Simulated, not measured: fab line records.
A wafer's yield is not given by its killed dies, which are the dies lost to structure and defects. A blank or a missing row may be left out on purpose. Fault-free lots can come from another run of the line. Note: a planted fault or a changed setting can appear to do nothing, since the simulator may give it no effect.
Split-lot trial -- flow berkeley_cmos170 -- 5 lots, 23 wafers read, on a route of 331 steps

ABOUT THE SPLIT
At UCB170_GATE_CVD_04 (deposits poly-Si from SiH4, time 1440 s, target thk 214 nm), the setting temp_c was moved away from the recipe's 610 C on 20 of the 23 wafers read, by -2.6% to +1.9%. For the rest of the wafers, this setting stayed at what the recipe calls for.

FROM THE SPLIT TO THE READING: what the file shows between them, 2 steps
- UCB170_GATE_THK_MEAS_05
- UCB170_GATE_COAT_07: resist thk 900 nm (also split here: spin_rpm)

THE READING
oes_product_au, in a.u., at UCB170_GATE_ETCH_15 (etches poly-Si in HBr/Cl2, stops on SiO2, time 56.3 s, target depth 278.2 nm). On this fab line, fault-free wafers typically give 0.843 a.u. with a standard deviation of 0.014 a.u.

wafer,"tool, chamber at the split","temp_c as run, C",against the recipe,"oes_product_au, a.u.",against lot-mates on the recipe
L076.1,"-, -",621.3,+1.9%,1.002,no lot-mate on the recipe
L076.2,"-, -",621.3,+1.9%,0.987,no lot-mate on the recipe
L076.3,"-, -",621.3,+1.9%,0.996,no lot-mate on the recipe
L076.5,"-, -",621.3,+1.9%,0.972,no lot-mate on the recipe
L076.6,"-, -",621.3,+1.9%,1.002,no lot-mate on the recipe
L079.2,"lpcvd-01, 1",610,recipe,0.861,-
L079.3,"lpcvd-01, 1",610,recipe,0.852,-
L079.5,"lpcvd-01, 1",610,recipe,0.850,-
L080.1,"-, -",594.3,-2.6%,0.653,no lot-mate on the recipe
L080.2,"-, -",594.3,-2.6%,0.668,no lot-mate on the recipe
L080.3,"-, -",594.3,-2.6%,0.667,no lot-mate on the recipe
L080.5,"-, -",594.3,-2.6%,0.664,no lot-mate on the recipe
L080.6,"-, -",594.3,-2.6%,0.654,no lot-mate on the recipe
L082.1,"-, -",598.2,-1.9%,0.692,no lot-mate on the recipe
L082.2,"-, -",598.2,-1.9%,0.719,no lot-mate on the recipe
L082.3,"-, -",598.2,-1.9%,0.686,no lot-mate on the recipe
L082.4,"-, -",598.2,-1.9%,0.705,no lot-mate on the recipe
L082.5,"-, -",598.2,-1.9%,0.690,no lot-mate on the recipe
L084.2,"-, -",604.5,-0.9%,0.736,no lot-mate on the recipe
L084.3,"-, -",604.5,-0.9%,0.783,no lot-mate on the recipe
L084.4,"-, -",604.5,-0.9%,0.770,no lot-mate on the recipe
L084.5,"-, -",604.5,-0.9%,0.755,no lot-mate on the recipe
L084.6,"-, -",604.5,-0.9%,0.774,no lot-mate on the recipe

THE FIT
A straight line over all 23 wafers: oes_product_au changes by +0.076 a.u. for each +1% of temp_c; r = +0.99; the points scatter about the line by 0.015 a.u.
Too few moved wafers have a lot-mate on the recipe to fit a line with each lot's own level taken away.

THE WHOLE CHAIN: every reading that the file lists as answering this split, in the file's order
step,what it does,reading,change (the file's fit),r (the file's)
UCB170_GATE_CVD_04,"deposits poly-Si from SiH4, time 1440 s, target thk 214 nm","poly-Si_of_GATE_CVD_04.thk_nm (the simulator's own value, which no gauge read)",+31.1 nm for each +1% of the setting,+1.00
UCB170_GATE_THK_MEAS_05,,GATE_POLY_THK,+31.1 for each +1% of the setting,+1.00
UCB170_GATE_ETCH_15,"etches poly-Si in HBr/Cl2, stops on SiO2, time 56.3 s, target depth 278.2 nm",oes_product_au,+0.076 a.u. for each +1% of the setting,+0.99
UCB170_GATE_ETCH_15,"etches poly-Si in HBr/Cl2, stops on SiO2, time 56.3 s, target depth 278.2 nm","etch.depth_nm (the simulator's own value, which no gauge read)",+29.8 nm for each +1% of the setting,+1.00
UCB170_GATE_ETCH_15,"etches poly-Si in HBr/Cl2, stops on SiO2, time 56.3 s, target depth 278.2 nm","GATE.feature_depth_nm (the simulator's own value, which no gauge read)",+30.2 nm for each +1% of the setting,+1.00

FILE'S OWN FIT
oes_product_au changes by +0.076 a.u. for each +1% of temp_c, r = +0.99.
